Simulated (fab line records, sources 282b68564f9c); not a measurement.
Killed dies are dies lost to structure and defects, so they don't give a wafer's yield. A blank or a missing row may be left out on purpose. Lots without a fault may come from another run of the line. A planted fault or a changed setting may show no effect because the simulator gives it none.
Which tool did it? | flow rit_cmos | 14 lots, 42 wafers sampled, at 2 steps of a route of 202

WHAT THE GAUGES READ, wafer by wafer
RIT_GATE_THK_MEAS_09.
lot  | measured    | on            | GATE_POLY_THK (nm)
L727 | day 2 17:16 | film_metro-04 | 247.8 248.4 249.4
L728 | day 2 21:23 | film_metro-02 | 247.9 247.8 249.2
L729 | day 3 02:43 | film_metro-03 | 249.9 247.8 247.6
L730 | day 3 10:32 | film_metro-03 | 158.8 156.2 157.9
L731 | day 3 13:53 | film_metro-04 | 159.2 157.9 156.8
L738 | day 5 01:35 | film_metro-04 | 246.6 245.7 248.6
L740 | day 5 10:49 | film_metro-02 | 248.8 249.9 252.7
L742 | day 5 20:23 | film_metro-04 | 250.0 247.6 246.9
L744 | day 6 07:18 | film_metro-03 | 245.7 245.9 245.2
L745 | day 6 11:55 | film_metro-04 | 248.5 247.4 247.3
L746 | day 6 15:09 | film_metro-03 | 248.9 251.3 249.3
L747 | day 6 20:40 | film_metro-04 | 250.2 247.2 249.7
L748 | day 7 02:37 | film_metro-02 | 250.5 250.8 252.1
L749 | day 7 06:52 | film_metro-02 | 253.8 252.6 254.8

WHICH TOOL RAN EACH LOT (tool, then ch and the chambers of the sampled wafers, then the start)
lot  | RIT_GATE_CVD_08
L727 | lpcvd-02 ch 1, day 2 15:38
L728 | lpcvd-01 ch 0, day 2 19:45
L729 | lpcvd-02 ch 1, day 3 01:05
L730 | lpcvd-02 ch 1, day 3 08:55
L731 | lpcvd-02 ch 0, day 3 12:16
L738 | lpcvd-01 ch 1, day 4 23:09
L740 | lpcvd-01 ch 1, day 5 09:11
L742 | lpcvd-01 ch 1, day 5 18:46
L744 | lpcvd-01 ch 1, day 6 04:53
L745 | lpcvd-02 ch 0, day 6 10:18
L746 | lpcvd-02 ch 0, day 6 13:32
L747 | lpcvd-01 ch 0, day 6 19:03
L748 | lpcvd-01 ch 0, day 7 00:59
L749 | lpcvd-02 ch 0, day 7 05:14
- RIT_GATE_CVD_08: deposits poly-Si from SiH4, target thk 250 nm, time 2220 s.

WHAT THE TOOLS THEMSELVES READ (means of the sampled wafers that have a number; where no wafer has one, the mark that the record gives instead)
RIT_GATE_CVD_08.
lot  | tool     | pressure_mtorr (mTorr) | sih4_flow_sccm (sccm) | zone_power_load_pct (%) | zone_power_source_pct (%)
L727 | lpcvd-02 | 299.7                  | 100.17                | 11.1                    | 12.1
L728 | lpcvd-01 | 300.6                  | 100.18                | 13.9                    | 11.5
L729 | lpcvd-02 | 300.2                  | 100.17                | 11.2                    | 12.2
L730 | lpcvd-02 | 299.8                  | 100.11                | 11.1                    | 12.1
L731 | lpcvd-02 | 299.8                  | 100.32                | 11.9                    | 12.2
L738 | lpcvd-01 | 300.3                  | 99.95                 | 14.1                    | 13.1
L740 | lpcvd-01 | 300.1                  | 100.21                | 13.9                    | 13.1
L742 | lpcvd-01 | 300.3                  | 99.98                 | 14.0                    | 13.0
L744 | lpcvd-01 | 300.4                  | 99.77                 | 13.9                    | 13.2
L745 | lpcvd-02 | 300.8                  | 99.85                 | 12.0                    | 12.2
L746 | lpcvd-02 | 300.0                  | 100.19                | 12.1                    | 12.2
L747 | lpcvd-01 | 300.6                  | 100.51                | 13.8                    | 11.4
L748 | lpcvd-01 | 300.7                  | 100.11                | 13.9                    | 11.5
L749 | lpcvd-02 | 299.9                  | 99.89                 | 12.0                    | 12.2

THE ANSWER, worked out from the rows above alone
Rule: what is usual is taken from the lots themselves. Put in order of their means at a reading, lots are off if they are a third of the lots or fewer, leave a main group of 4 or more, and stand apart from it by a gap of 3 or more times the standard deviation of the main group's means; of several such gaps the widest counts. A main group whose means are all the same, to the digits that the tables above print for the reading, isn't used. A lot without any number at a reading at which 4 lots or more have one is off too. The other lots that the step has rows for count as sound. The gauges are gone through in route order, then the tools' own readings, and for those a lot's mean is taken as printed above. The first step at which some lot is off is used, and at that step the reading that is off furthest; a lot without a number counts as furthest.
Off: L730, L731, at RIT_GATE_THK_MEAS_09 (GATE_POLY_THK). The main group: mean 249.0 nm, standard deviation 2.
A tool fits if, at a process step before that reading, it ran every lot that is off, and no sound lot after the first of them. The gauges at RIT_GATE_THK_MEAS_09 are tried like those tools. None of those tried fits.

WHAT THE SIMULATOR HAD PUT IN
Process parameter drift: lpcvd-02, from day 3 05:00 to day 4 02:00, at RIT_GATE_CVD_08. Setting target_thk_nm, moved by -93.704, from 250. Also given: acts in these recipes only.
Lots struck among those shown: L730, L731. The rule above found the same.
